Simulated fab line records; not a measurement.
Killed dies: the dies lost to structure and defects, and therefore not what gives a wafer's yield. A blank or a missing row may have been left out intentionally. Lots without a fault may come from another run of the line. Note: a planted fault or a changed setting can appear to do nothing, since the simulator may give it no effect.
fab line records | flow rit-cmos
record: lots: 15 | wafers: 45 | last-day: 7
route steps=202 shown PWELL@48 NRETRO@63 M1@202
lots with no fault: from the same line, run without faults
start-h: hours from the record's opening day to when the first of the lot's shown wafers began | wait-h: time in hours since the lot's previous step | " identical to the entry in the row above | L1.1+2: one row covering several wafers at once | - no value, or no start was given | * or withheld: withheld | < > ~ a bound
route shown NAME@n: NAME is a module with steps in the file, n the number in the route of the first one | usual: mean and standard deviation over wafers with no fault | same: alike in all rows | chamber/n: place in a boat | sites: per-site readings | _std_site: the standard deviation of these | _edge_site: mean of outer sites minus mean of inner sites | radius-mm: for every site, how far away it sits from the centre of the wafer | mask NAME#n: copy n | behind: the last tool/chamber to shape the wafer | hold: what put the lot on hold/how long, in hours/how the hold closed | device: transistor that didn't switch, given as n, p or np | end of line: at the end of the route, the tests of the same wafers | where a step has no rows: the recipe by itself | killed: at the first sort, the dies lost to defects and structure; wafer yield is something else | map: per-die view of a wafer (x killed, . not killed, _ where there is no die)
set.NAME: setting as actually run; set.NAME@STEP: the setting as run at that earlier step | model.NAME: the simulator's own value behind a step, which no gauge read
one table for each step of the route and one row for each wafer, over a sample of lots
services: from which hour (start-h, from the record's first day; less than 0 if before it) a tool's chamber was out of use, for how many hours, and why
== steps ==
step: RIT_PWELL_STRIP_09
recipe: chemistry: O2 | time-s: 180 | resist: NOVOLAK | platen-temp-c: withheld | power-w: 500 | pressure-mtorr: 4000 | o2-flow-sccm: 4000
usual: chamber-pressure-mTorr: 4000/4.1 | drypump-motor-current-A: 5.7/0.36
lot.wafer | tool            | chamber | start-h | wait-h | chamber-pressure-mTorr | drypump-motor-current-A | rf-hours-counter-h
L361.2    | plasma-asher-04 | 0       | 24.47   | 0.1    | 4001                   | 5.8                     | 37
L361.4    | "               | 1       | "       | "      | 3996                   | 6.2                     | -
L361.6    | "               | 0       | "       | "      | 4002                   | 5.8                     | -
L362.2    | plasma-asher-02 | 0       | 29.44   | 0.1    | 4000                   | 5.8                     | 39
L362.3    | "               | 0       | "       | "      | 4001                   | 5.9                     | -
L362.5    | "               | 0       | "       | "      | 4002                   | 5.9                     | -
L363.1    | plasma-asher-04 | 1       | 33.85   | 0.1    | 4003                   | 6.2                     | 38
L363.3    | "               | 0       | "       | "      | 4001                   | 5.8                     | -
L363.4    | "               | 1       | "       | "      | 3998                   | 6.2                     | -
L364.2    | plasma-asher-03 | 0       | 38.59   | 0.1    | 3998                   | 5.5                     | 36
L364.4    | "               | 1       | "       | "      | 3999                   | 5.2                     | -
L364.5    | "               | 1       | "       | "      | 3990                   | 5.2                     | -
L368.2    | plasma-asher-03 | 1       | 61.58   | 0.1    | 4000                   | 5.2                     | 39
L368.3    | "               | 0       | "       | "      | 4000                   | 5.5                     | -
L368.6    | "               | 0       | "       | "      | 3997                   | 5.5                     | -
L371.1    | plasma-asher-04 | 1       | 75.40   | 0.1    | -                      | -                       | -
L371.3    | "               | 0       | "       | "      | -                      | -                       | -
L371.5    | "               | 1       | "       | "      | -                      | -                       | -
L372.1    | plasma-asher-04 | 1       | 79.07   | 0.1    | -                      | -                       | -
L372.2    | "               | 0       | "       | "      | -                      | -                       | -
L372.5    | "               | 1       | "       | "      | -                      | -                       | -
L373.4    | plasma-asher-04 | 0       | 83.97   | 0.1    | -                      | -                       | -
L373.5    | "               | 0       | "       | "      | -                      | -                       | -
L373.6    | "               | 1       | "       | "      | -                      | -                       | -
L375.4    | plasma-asher-03 | 1       | 98.02   | 0.1    | 3997                   | 5.2                     | -
L375.5    | "               | 0       | "       | "      | 3998                   | 5.6                     | -
L375.6    | "               | 1       | "       | "      | 3998                   | 5.2                     | -
L379.1    | plasma-asher-03 | 1       | 114.26  | 0.1    | 4003                   | 5.2                     | 46
L379.4    | "               | 0       | "       | "      | 4002                   | 5.5                     | -
L379.5    | "               | 0       | "       | "      | 4001                   | 5.6                     | -
L380.2    | plasma-asher-03 | 1       | 118.10  | 0.1    | 3999                   | 5.2                     | 46
L380.4    | "               | 0       | "       | "      | 4002                   | 5.5                     | -
L380.5    | "               | 1       | "       | "      | 4002                   | 5.2                     | -
L381.1    | plasma-asher-04 | 0       | 125.31  | 0.1    | 4005                   | 5.7                     | 1
L381.5    | "               | 1       | "       | "      | 4004                   | 6.2                     | -
L381.6    | "               | 0       | "       | "      | 4003                   | 5.7                     | -
L382.1    | plasma-asher-04 | 0       | 130.06  | 0.1    | 3997                   | 5.7                     | 1
L382.2    | "               | 1       | "       | "      | 3999                   | 6.2                     | 1
L382.5    | "               | 0       | "       | "      | 3998                   | 5.7                     | -
L383.1    | plasma-asher-03 | 0       | 134.52  | 0.1    | 4005                   | 5.6                     | 48
L383.3    | "               | 0       | "       | "      | 4002                   | 5.6                     | -
L383.6    | "               | 1       | "       | "      | 4005                   | 5.2                     | -
L384.1    | plasma-asher-03 | 0       | 139.53  | 0.1    | 3999                   | 5.5                     | 49
L384.5    | "               | 1       | "       | "      | 3999                   | 5.2                     | -
L384.6    | "               | 0       | "       | "      | 4001                   | 5.5                     | -
step: RIT_NRETRO_TW_MEAS_10
usual: NRETRO_TW: 1045/9.7
lot.wafer | tool          | chamber | start-h | wait-h | hold                     | NRETRO_TW
L361.2    | film-metro-04 | -       | 32.56   | 0.1    | -                        | 1054
L361.4    | "             | -       | "       | "      | -                        | 1050
L361.6    | "             | -       | "       | "      | -                        | 1052
L362.2    | film-metro-02 | -       | 36.81   | 0.1    | -                        | 1053
L362.3    | "             | -       | "       | "      | -                        | 1045
L362.5    | "             | -       | "       | "      | -                        | 1050
L363.1    | film-metro-04 | -       | 41.34   | 0.1    | -                        | 1049
L363.3    | "             | -       | "       | "      | -                        | 1052
L363.4    | "             | -       | "       | "      | -                        | 1055
L364.2    | film-metro-02 | -       | 46.03   | 0.1    | -                        | 1051
L364.4    | "             | -       | "       | "      | -                        | 1051
L364.5    | "             | -       | "       | "      | -                        | 1049
L368.2    | film-metro-04 | -       | 68.76   | 0.1    | -                        | 1046
L368.3    | "             | -       | "       | "      | -                        | 1052
L368.6    | "             | -       | "       | "      | -                        | 1044
L371.1    | film-metro-04 | -       | 83.34   | 0.1    | await-dispo/0.2h/release | 30
L371.3    | "             | -       | "       | "      | await-dispo/0.2h/release | 30
L371.5    | "             | -       | "       | "      | await-dispo/0.2h/release | 30
L371.1    | film-metro-04 | -       | 83.56   | 0.2    | -                        | 30
L371.3    | "             | -       | "       | "      | -                        | 30
L371.5    | "             | -       | "       | "      | -                        | 30
L372.1    | film-metro-04 | -       | 86.92   | 0.1    | await-dispo/0.2h/release | 30
L372.2    | "             | -       | "       | "      | await-dispo/0.2h/release | 30
L372.5    | "             | -       | "       | "      | await-dispo/0.2h/release | 30
L372.1    | film-metro-04 | -       | 87.15   | 0.2    | -                        | 30
L372.2    | "             | -       | "       | "      | -                        | 30
L372.5    | "             | -       | "       | "      | -                        | 30
L373.4    | film-metro-02 | -       | 92.16   | 0.1    | await-dispo/0.2h/release | 30
L373.5    | "             | -       | "       | "      | await-dispo/0.2h/release | 30
L373.6    | "             | -       | "       | "      | await-dispo/0.2h/release | 30
L373.4    | film-metro-02 | -       | 92.39   | 0.2    | -                        | 30
L373.5    | "             | -       | "       | "      | -                        | 30
L373.6    | "             | -       | "       | "      | -                        | 30
L375.4    | film-metro-04 | -       | 105.04  | 0.1    | -                        | 1046
L375.5    | "             | -       | "       | "      | -                        | 1044
L375.6    | "             | -       | "       | "      | -                        | 1045
L379.1    | film-metro-04 | -       | 121.59  | 0.1    | -                        | 1042
L379.4    | "             | -       | "       | "      | -                        | 1038
L379.5    | "             | -       | "       | "      | -                        | 1040
L380.2    | film-metro-03 | -       | 125.74  | 0.1    | -                        | 1031
L380.4    | "             | -       | "       | "      | -                        | 1026
L380.5    | "             | -       | "       | "      | -                        | 1030
L381.1    | film-metro-04 | -       | 132.36  | 0.1    | -                        | 1044
L381.5    | "             | -       | "       | "      | -                        | 1036
L381.6    | "             | -       | "       | "      | -                        | 1048
L382.1    | film-metro-03 | -       | 137.80  | 0.1    | -                        | 1022
L382.2    | "             | -       | "       | "      | -                        | 1033
L382.5    | "             | -       | "       | "      | -                        | 1025
L383.1    | film-metro-03 | -       | 142.37  | 0.1    | -                        | 1028
L383.3    | "             | -       | "       | "      | -                        | 1028
L383.6    | "             | -       | "       | "      | -                        | 1034
L384.1    | film-metro-03 | -       | 146.76  | 0.1    | -                        | 1040
L384.5    | "             | -       | "       | "      | -                        | 1043
L384.6    | "             | -       | "       | "      | -                        | 1043
step: RIT_M1_PROBE_99
usual: defect-limited-yield: 97.4/1.1 | killed-at-contacts: 0.1/0.3 | killed-at-front-end: 6.9/2.9 | killed-dies: 7.0/2.9 | killed-open: 3.3/2 | killed-short: 3.7/2 | sort_bin_3_pad_short: 0.1/0.22 | sort_bin_5_function: 1.5/0.81 | sort_bin_6_memory: 1.0/0.64 | sort-n-pass: 257.0/2.9 | sort-yield-pct: 97.4/1.1
same: gross-dies: 264 | killed_at_M0_to_M3: 0 | killed_at_M4_up: 0 | killed-at-back-side: 0 | killed-at-other: 0
lot.wafer | tool      | chamber | start-h | wait-h | defect-limited-yield[%] | killed-at-contacts | killed-at-front-end | killed-dies | killed-open | killed-short | sort_bin_3_pad_short[%] | sort_bin_5_function[%] | sort_bin_6_memory[%] | sort-n-pass | sort-yield-pct[%]
L361.2    | prober-01 | -       | 60.95   | 0.1    | 94.7                    | 1                  | 13                  | 14          | 4           | 10           | 0.8                     | 3.8                    | 0.8                  | 250.0       | 94.7
L361.4    | prober-01 | -       | 61.05   | 0.2    | 96.6                    | 0                  | 9                   | 9           | 8           | 1            | 0                       | 1.9                    | 1.5                  | 255.0       | 96.6
L361.6    | prober-01 | -       | 61.15   | 0.2    | 99.2                    | 0                  | 2                   | 2           | 1           | 1            | 0                       | 0.4                    | 0.4                  | 262.0       | 99.2
L362.2    | prober-02 | -       | 66.84   | 0.1    | 96.2                    | 0                  | 10                  | 10          | 8           | 2            | 0                       | 2.3                    | 1.5                  | 254.0       | 96.2
L362.3    | prober-02 | -       | 66.89   | 0.2    | 98.1                    | 0                  | 5                   | 5           | 4           | 1            | 0                       | 1.9                    | 0                    | 259.0       | 98.1
L362.5    | prober-02 | -       | 66.99   | 0.2    | 98.5                    | 0                  | 4                   | 4           | 1           | 3            | 0                       | 0.8                    | 0.8                  | 260.0       | 98.5
L363.1    | prober-01 | -       | 68.29   | 0.1    | 97.0                    | 0                  | 8                   | 8           | 6           | 2            | 0                       | 1.9                    | 1.1                  | 256.0       | 97.0
L363.3    | prober-01 | -       | 68.39   | 0.2    | 96.2                    | 0                  | 10                  | 10          | 5           | 5            | 0                       | 2.3                    | 1.5                  | 254.0       | 96.2
L363.4    | prober-01 | -       | 68.44   | 0.2    | 98.1                    | 0                  | 5                   | 5           | 0           | 5            | 0.4                     | 1.1                    | 0.4                  | 259.0       | 98.1
L364.2    | prober-02 | -       | 72.69   | 0.1    | 97.7                    | 0                  | 6                   | 6           | 2           | 4            | 0                       | 1.5                    | 0.8                  | 258.0       | 97.7
L364.4    | prober-02 | -       | 72.79   | 0.2    | 96.6                    | 0                  | 9                   | 9           | 2           | 7            | 0                       | 1.9                    | 1.5                  | 255.0       | 96.6
L364.5    | prober-02 | -       | 72.84   | 0.2    | 98.1                    | 0                  | 5                   | 5           | 2           | 3            | 0                       | 1.1                    | 0.8                  | 259.0       | 98.1
L368.2    | prober-02 | -       | 98.70   | 0.1    | 94.7                    | 0                  | 14                  | 14          | 11          | 3            | 0                       | 1.9                    | 3.4                  | 250.0       | 94.7
L368.3    | prober-02 | -       | 98.75   | 0.2    | 98.5                    | 0                  | 4                   | 4           | 0           | 4            | 0                       | 1.1                    | 0.4                  | 260.0       | 98.5
L368.6    | prober-02 | -       | 98.90   | 0.2    | 95.5                    | 0                  | 12                  | 12          | 7           | 5            | 0                       | 2.7                    | 1.9                  | 252.0       | 95.5
L375.4    | prober-02 | -       | 133.36  | 0.2    | 96.6                    | 0                  | 9                   | 9           | 6           | 3            | 0                       | 1.9                    | 1.5                  | 255.0       | 96.6
L375.5    | prober-02 | -       | 133.41  | 0.2    | 97.0                    | 0                  | 8                   | 8           | 5           | 3            | 0                       | 3.0                    | 0                    | 256.0       | 97.0
L375.6    | prober-02 | -       | 133.46  | 0.2    | 97.0                    | 0                  | 8                   | 8           | 4           | 4            | 0.4                     | 1.9                    | 0.8                  | 256.0       | 97.0
L379.1    | prober-02 | -       | 149.33  | 0.1    | 98.9                    | 0                  | 3                   | 3           | 2           | 1            | 0                       | 0.8                    | 0.4                  | 261.0       | 98.9
L379.4    | prober-02 | -       | 149.48  | 0.2    | 96.2                    | 0                  | 10                  | 10          | 6           | 4            | 0                       | 2.7                    | 1.1                  | 254.0       | 96.2
L379.5    | prober-02 | -       | 149.53  | 0.2    | 96.6                    | 0                  | 9                   | 9           | 5           | 4            | 0.4                     | 0.4                    | 2.7                  | 255.0       | 96.6
L380.2    | prober-01 | -       | 154.59  | 0.1    | 99.2                    | 0                  | 2                   | 2           | 1           | 1            | 0                       | 0.4                    | 0.4                  | 262.0       | 99.2
L380.4    | prober-01 | -       | 154.69  | 0.2    | 96.6                    | 0                  | 9                   | 9           | 2           | 7            | 0                       | 1.1                    | 2.3                  | 255.0       | 96.6
L380.5    | prober-01 | -       | 154.74  | 0.2    | 97.3                    | 0                  | 7                   | 7           | 4           | 3            | 0                       | 1.5                    | 1.1                  | 257.0       | 97.3
L381.1    | prober-01 | -       | 160.93  | 0.1    | 98.5                    | 0                  | 4                   | 4           | 0           | 4            | 0.4                     | 1.1                    | 0                    | 260.0       | 98.5
L381.5    | prober-01 | -       | 161.13  | 0.2    | 98.1                    | 0                  | 5                   | 5           | 2           | 3            | 0                       | 1.1                    | 0.8                  | 259.0       | 98.1
L381.6    | prober-01 | -       | 161.18  | 0.2    | 96.6                    | 0                  | 9                   | 9           | 5           | 4            | 0                       | 3.0                    | 0.4                  | 255.0       | 96.6
L382.1    | prober-02 | -       | 165.94  | 0.1    | 98.5                    | 0                  | 4                   | 4           | 2           | 2            | 0                       | 1.1                    | 0.4                  | 260.0       | 98.5
L382.2    | prober-02 | -       | 165.99  | 0.1    | 98.1                    | 0                  | 5                   | 5           | 2           | 3            | 0                       | 0.8                    | 1.1                  | 259.0       | 98.1
L382.5    | prober-02 | -       | 166.14  | 0.2    | 97.0                    | 0                  | 8                   | 8           | 1           | 7            | 0                       | 1.9                    | 1.1                  | 256.0       | 97.0
L383.1    | prober-01 | -       | 169.06  | 0.1    | 97.3                    | 0                  | 7                   | 7           | 2           | 5            | 0                       | 1.5                    | 1.1                  | 257.0       | 97.3
L383.3    | prober-01 | -       | 169.16  | 0.2    | 98.5                    | 0                  | 4                   | 4           | 1           | 3            | 0                       | 0.4                    | 1.1                  | 260.0       | 98.5
L383.6    | prober-01 | -       | 169.31  | 0.2    | 98.1                    | 0                  | 5                   | 5           | 3           | 2            | 0                       | 0.4                    | 1.5                  | 259.0       | 98.1
L384.1    | prober-02 | -       | 176.55  | 0.1    | 95.8                    | 0                  | 11                  | 11          | 6           | 5            | 0                       | 1.1                    | 3.0                  | 253.0       | 95.8
L384.5    | prober-02 | -       | 176.75  | 0.2    | 96.2                    | 0                  | 10                  | 10          | 5           | 5            | 0                       | 1.5                    | 2.3                  | 254.0       | 96.2
L384.6    | prober-02 | -       | 176.80  | 0.2    | 97.0                    | 0                  | 8                   | 8           | 5           | 3            | 0                       | 1.9                    | 1.1                  | 256.0       | 97.0
killed by level:class
L361.2 SILICIDE:geometric-particle:short=5 FOX2:geometric-particle:short=2 SPACER:geometric-particle:open=2 FOX2:geometric-particle:open=1 GATE:geometric-particle:short=1 SPACER:geometric-particle:short=1 SILICIDE:geometric-particle:open=1 CONTACT:geometric-particle:short=1
L361.4 SILICIDE:geometric-particle:open=5 GATE:geometric-particle:open=2 FOX2:geometric-particle:open=1 SILICIDE:geometric-particle:short=1
L361.6 FOX1:geometric-particle:open=1 FOX2:geometric-particle:short=1
L362.2 GATE:geometric-particle:open=4 FOX2:geometric-particle:open=1 REOX:geometric-particle:open=1 REOX:geometric-particle:short=1 SPACER:geometric-particle:open=1 SILICIDE:geometric-particle:short=1 SILICIDE:geometric-particle:open=1
L362.3 FOX1:geometric-particle:open=1 GATE:geometric-particle:open=1 REOX:geometric-particle:open=1 SPACER:geometric-particle:open=1 SILICIDE:geometric-particle:short=1
L362.5 SPACER:geometric-particle:short=2 GATE:geometric-particle:short=1 SPACER:geometric-particle:open=1
L363.1 GATE:geometric-particle:open=3 GATE:geometric-particle:short=2 FOX2:geometric-particle:open=1 SPACER:geometric-particle:open=1 SILICIDE:geometric-particle:open=1
L363.3 FOX1:geometric-particle:short=2 FOX1:geometric-particle:open=2 GATE:geometric-particle:open=2 FOX2:geometric-particle:short=1 SPACER:geometric-particle:short=1 SILICIDE:geometric-particle:open=1 SILICIDE:geometric-particle:short=1
L363.4 GATE:geometric-particle:short=3 FOX1:geometric-particle:short=1 FOX2:geometric-particle:short=1
L364.2 FOX2:geometric-particle:short=2 GATE:geometric-particle:short=2 GATE:geometric-particle:open=1 SPACER:geometric-particle:open=1
L364.4 GATE:geometric-particle:short=3 REOX:geometric-particle:open=2 REOX:geometric-particle:short=2 FOX2:geometric-particle:short=1 SPACER:geometric-particle:short=1
L364.5 REOX:geometric-particle:short=2 GATE:geometric-particle:open=1 SPACER:geometric-particle:short=1 SILICIDE:geometric-particle:open=1
L368.2 GATE:geometric-particle:open=5 REOX:geometric-particle:short=3 FOX1:geometric-particle:open=2 REOX:geometric-particle:open=2 SPACER:geometric-particle:open=2
L368.3 GATE:geometric-particle:short=2 REOX:geometric-particle:short=2
L368.6 GATE:geometric-particle:open=5 GATE:geometric-particle:short=3 REOX:geometric-particle:short=2 REOX:geometric-particle:open=2
L375.4 FOX2:geometric-particle:open=2 GATE:geometric-particle:short=2 SILICIDE:geometric-particle:open=2 REOX:geometric-particle:open=1 REOX:geometric-particle:short=1 SPACER:geometric-particle:open=1
L375.5 FOX1:geometric-particle:open=3 ACTIVE:geometric-particle:short=1 GATE:geometric-particle:short=1 REOX:geometric-particle:short=1 REOX:geometric-particle:open=1 SILICIDE:geometric-particle:open=1
L375.6 FOX2:geometric-particle:open=2 FOX1:geometric-particle:short=1 FOX1:geometric-particle:open=1 GATE:geometric-particle:short=1 REOX:geometric-particle:short=1 SPACER:geometric-particle:short=1 SILICIDE:geometric-particle:open=1
L379.1 SILICIDE:geometric-particle:open=2 GATE:geometric-particle:short=1
L379.4 FOX1:geometric-particle:short=2 GATE:geometric-particle:open=2 SPACER:geometric-particle:open=2 FOX1:geometric-particle:open=1 REOX:geometric-particle:short=1 SILICIDE:geometric-particle:open=1 SILICIDE:geometric-particle:short=1
L379.5 GATE:geometric-particle:short=3 SILICIDE:geometric-particle:open=3 GATE:geometric-particle:open=2 SILICIDE:geometric-particle:short=1
L380.2 GATE:geometric-particle:open=1 GATE:geometric-particle:short=1
L380.4 SILICIDE:geometric-particle:short=3 FOX2:geometric-particle:short=2 GATE:geometric-particle:short=2 GATE:geometric-particle:open=1 SPACER:geometric-particle:open=1
L380.5 GATE:geometric-particle:short=2 GATE:geometric-particle:open=2 FOX1:geometric-particle:short=1 REOX:geometric-particle:open=1 SILICIDE:geometric-particle:open=1
L381.1 GATE:geometric-particle:short=2 REOX:geometric-particle:short=2
L381.5 ACTIVE:geometric-particle:open=1 FOX1:geometric-particle:short=1 FOX2:geometric-particle:short=1 GATE:geometric-particle:open=1 SILICIDE:geometric-particle:short=1
L381.6 GATE:geometric-particle:open=2 SILICIDE:geometric-particle:short=2 FOX2:geometric-particle:open=1 GATE:geometric-particle:short=1 REOX:geometric-particle:open=1 REOX:geometric-particle:short=1 SPACER:geometric-particle:open=1
L382.1 GATE:geometric-particle:short=2 FOX2:geometric-particle:open=1 GATE:geometric-particle:open=1
L382.2 GATE:geometric-particle:short=2 FOX2:geometric-particle:open=1 SPACER:geometric-particle:open=1 SPACER:geometric-particle:short=1
L382.5 GATE:geometric-particle:short=3 SPACER:geometric-particle:short=3 SPACER:geometric-particle:open=1 SILICIDE:geometric-particle:short=1
L383.1 GATE:geometric-particle:short=3 GATE:geometric-particle:open=2 SILICIDE:geometric-particle:short=2
L383.3 FOX2:geometric-particle:short=1 GATE:geometric-particle:short=1 SPACER:geometric-particle:open=1 SPACER:geometric-particle:short=1
L383.6 FOX2:geometric-particle:short=1 GATE:geometric-particle:open=1 GATE:geometric-particle:short=1 REOX:geometric-particle:open=1 SPACER:geometric-particle:open=1
L384.1 FOX1:geometric-particle:open=2 FOX1:geometric-particle:short=2 FOX2:geometric-particle:open=2 REOX:geometric-particle:short=2 REOX:geometric-particle:open=2 GATE:geometric-particle:short=1
L384.5 GATE:geometric-particle:open=4 FOX1:geometric-particle:short=1 GATE:geometric-particle:short=1 REOX:geometric-particle:short=1 SPACER:geometric-particle:short=1 SPACER:geometric-particle:open=1 SILICIDE:geometric-particle:short=1
L384.6 FOX1:geometric-particle:short=2 GATE:geometric-particle:open=2 FOX1:geometric-particle:open=1 REOX:geometric-particle:open=1 REOX:geometric-particle:short=1 SPACER:geometric-particle:open=1
== services ==
tool            | chamber | start-h | hours | kind
plasma-asher-03 | -       | 19.09   | 12.5  | repair
plasma-asher-03 | -       | 31.62   | 2.8   | pm
plasma-asher-04 | -       | 43.96   | 1.8   | repair
plasma-asher-02 | -       | 46.64   | 0.4   | repair
plasma-asher-04 | -       | 100.62  | 2.8   | pm
plasma-asher-02 | -       | 103.31  | 2.4   | repair
plasma-asher-04 | -       | 108.75  | 9.0   | pm
plasma-asher-04 | 0       | 108.75  | 9.0   | vent-cycle
plasma-asher-04 | 1       | 108.75  | 9.0   | vent-cycle
plasma-asher-04 | 0       | 117.75  | -     | clean
plasma-asher-04 | 1       | 117.75  | -     | clean
plasma-asher-04 | -       | 126.64  | 2.2   | repair
== key ==
first-sign: step: RIT_PWELL_STRIP_09 | reading: tool-record | direction: missing
effect: step: RIT_NRETRO_TW_MEAS_10 | reading: visit | direction: added
effect: step: RIT_NRETRO_TW_MEAS_10 | reading: NRETRO_TW | direction: down | sigmas: 99+ | usual: 1045 | struck: 30
met-at RIT_PWELL_STRIP_09
struck-lots L371,L372,L373
scrapped-behind RIT_NRETRO_TW_MEAS_10 L371.1,L371.3,L371.5,L372.1,L372.2,L372.5,L373.4,L373.5,L373.6
onset-between 33.85 75.40
fault: kind: skipped-step-whole | tool: plasma-asher-04 | chamber: - | onset-h: 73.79 | steps: RIT_PWELL_STRIP_09 | scope: struck-lots-only
